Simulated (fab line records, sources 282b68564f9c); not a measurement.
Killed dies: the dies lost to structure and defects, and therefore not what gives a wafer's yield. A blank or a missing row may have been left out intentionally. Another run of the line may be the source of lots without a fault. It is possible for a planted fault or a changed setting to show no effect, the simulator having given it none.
Lot-split experiment | flow rit-cmos | route with 202 steps; 5 lots, 23 wafers read

## SPLIT DETAILS
At RIT_GATE_EXPOSE_13 (exposes mask M6, target cd 150 nm), the setting dose-mj was moved away from the recipe's 380 on 8 of the 23 wafers read, by -7.0% to -6.6%. This setting was run at the recipe's value on the other wafers.

## FROM THE SPLIT TO THE READING: what the file shows between them, 6 steps
- RIT_GATE_PEB_14
- RIT_GATE_DEVELOP_15: develop time 50 s
- RIT_GATE_CD_MEAS_16: target cd 150 nm
- RIT_GATE_HARDBAKE_18: time 60 s
- RIT_GATE_ETCH_19: etches poly-Si in SF6/CHF3/O2, stops on SiO2, time 165 s, target depth 312.5 nm
- RIT_GATE_STRIP_20: strips in O2, time 180 s

## THE READING
Shown in nm: cd-nm at RIT_GATE_CD_MEAS_90, with target cd 150 nm. A value of 149.3 nm with a standard deviation of 2.6 nm is what fault-free wafers of this fab line usually give.

wafer  | tool, chamber at the split | dose-mj as run | against the recipe | cd-nm, nm | against lot-mates on the recipe
L074.1 | iline-stepper-02, 0        | 353.9          | -6.9%              | 184.1     | +34.2
L074.2 | iline-stepper-02, 0        | 353.9          | -6.9%              | 185.3     | +35.4
L074.3 | iline-stepper-02, 0        | 353.9          | -6.9%              | 186.0     | +36.1
L074.4 | iline-stepper-02, 0        | 380            | recipe             | 149.9     | -
L074.5 | iline-stepper-02, 0        | 380            | recipe             | 150.0     | -
L082.2 | iline-stepper-01, 0        | 380            | recipe             | 152.7     | -
L082.4 | iline-stepper-01, 0        | 380            | recipe             | 149.3     | -
L082.5 | iline-stepper-01, 0        | 380            | recipe             | 150.3     | -
L083.1 | iline-stepper-02, 0        | 380            | recipe             | 150.8     | -
L083.3 | iline-stepper-02, 0        | 380            | recipe             | 151.1     | -
L083.4 | iline-stepper-02, 0        | 353.5          | -7.0%              | 189.2     | +38.2
L083.5 | iline-stepper-02, 0        | 353.5          | -7.0%              | 188.7     | +37.8
L083.6 | iline-stepper-02, 0        | 353.5          | -7.0%              | 189.6     | +38.7
L084.2 | iline-stepper-01, 0        | 380            | recipe             | 148.3     | -
L084.3 | iline-stepper-01, 0        | 380            | recipe             | 148.2     | -
L084.4 | iline-stepper-01, 0        | 380            | recipe             | 146.7     | -
L084.5 | iline-stepper-01, 0        | 380            | recipe             | 147.0     | -
L084.6 | iline-stepper-01, 0        | 380            | recipe             | 148.5     | -
L085.1 | iline-stepper-02, 0        | 380            | recipe             | 148.4     | -
L085.2 | iline-stepper-02, 0        | 355            | -6.6%              | 183.0     | +34.5
L085.3 | iline-stepper-02, 0        | 380            | recipe             | 147.1     | -
L085.4 | iline-stepper-02, 0        | 355            | -6.6%              | 180.0     | +31.5
L085.6 | iline-stepper-02, 0        | 380            | recipe             | 150.0     | -

THE FIT
A straight line over all 23 wafers: cd-nm changes by -5.35 nm for each +1% of dose-mj; r = -0.99; the points scatter about the line by 2 nm.
The same after taking each lot's own level away (the mean of its wafers on the recipe; 23 wafers): -5.24 nm for each +1%; r = -1.00; scatter 1.3 nm.
On that fit, the largest move of dose-mj shifts the reading by 37 nm.
From 147.74 to 150.95 nm: that is the span of the lots' own levels, equal to 1.2 times the standard deviation above.
Consequently the slope shifts little with the lot-to-lot level, the two slopes agreeing.
Check: for one of the wafers moved furthest among these (-7.0%), held out of the fit, the line's prediction against its lot-mates is +36.3 nm. Against them it came out at +38.2 nm.

## OTHER SPLITS APPLIED TO THESE WAFERS
Note: prior to the reading, these wafers also went through further splits. Each is held against what the fit with the lots' levels taken away leaves over:
other split on the same wafers   | wafers away from the commonest value | r with cd-nm (lot level and that fit taken away)
RIT_FOX1_OXIDATION_00 ox-time-s  | 18                                   | +0.28
RIT_NWELL_COAT_01 resist-thk-nm  | 6                                    | +0.12
RIT_NRETRO_SOFTBAKE_02 temp-c    | 9                                    | +0.15
RIT_NRETRO_IMPLANT_08 energy-kev | 5                                    | +0.09
RIT_GATE_OXIDATION_05 ox-time-s  | 18                                   | +0.09

## THE WHOLE CHAIN: every reading that the file lists as answering this split, in the file's order
step                | what it does                                                                    | reading                                                                        | change (the file's fit)              | r (the file's)
RIT_GATE_CD_MEAS_16 | target cd 150 nm                                                                | cd-nm                                                                          | -5.23 nm for each +1% of the setting | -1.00
RIT_GATE_ETCH_19    | etches poly-Si in SF6/CHF3/O2, stops on SiO2, time 165 s, target depth 312.5 nm | GATE.cd-nm (the simulator's own value, which no gauge read)                    | -5.22 nm for each +1% of the setting | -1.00
RIT_GATE_CD_MEAS_90 | target cd 150 nm                                                                | cd-nm                                                                          | -5.21 nm for each +1% of the setting | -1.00
RIT_M1_PROBE_99     |                                                                                 | etest.pmos_0p15.r-on-ohm-um (the simulator's own value, which no gauge read)   | -118 for each +1% of the setting     | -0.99
RIT_M1_PROBE_99     |                                                                                 | etest.pmos-turned.r-on-ohm-um (the simulator's own value, which no gauge read) | -116 for each +1% of the setting     | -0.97
RIT_M1_PROBE_99     |                                                                                 | etest.nmos_0p15.r-on-ohm-um (the simulator's own value, which no gauge read)   | -36.2 for each +1% of the setting    | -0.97

## THE FILE'S OWN FIT
cd-nm changes by -5.21 nm for each +1% of dose-mj, r = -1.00.
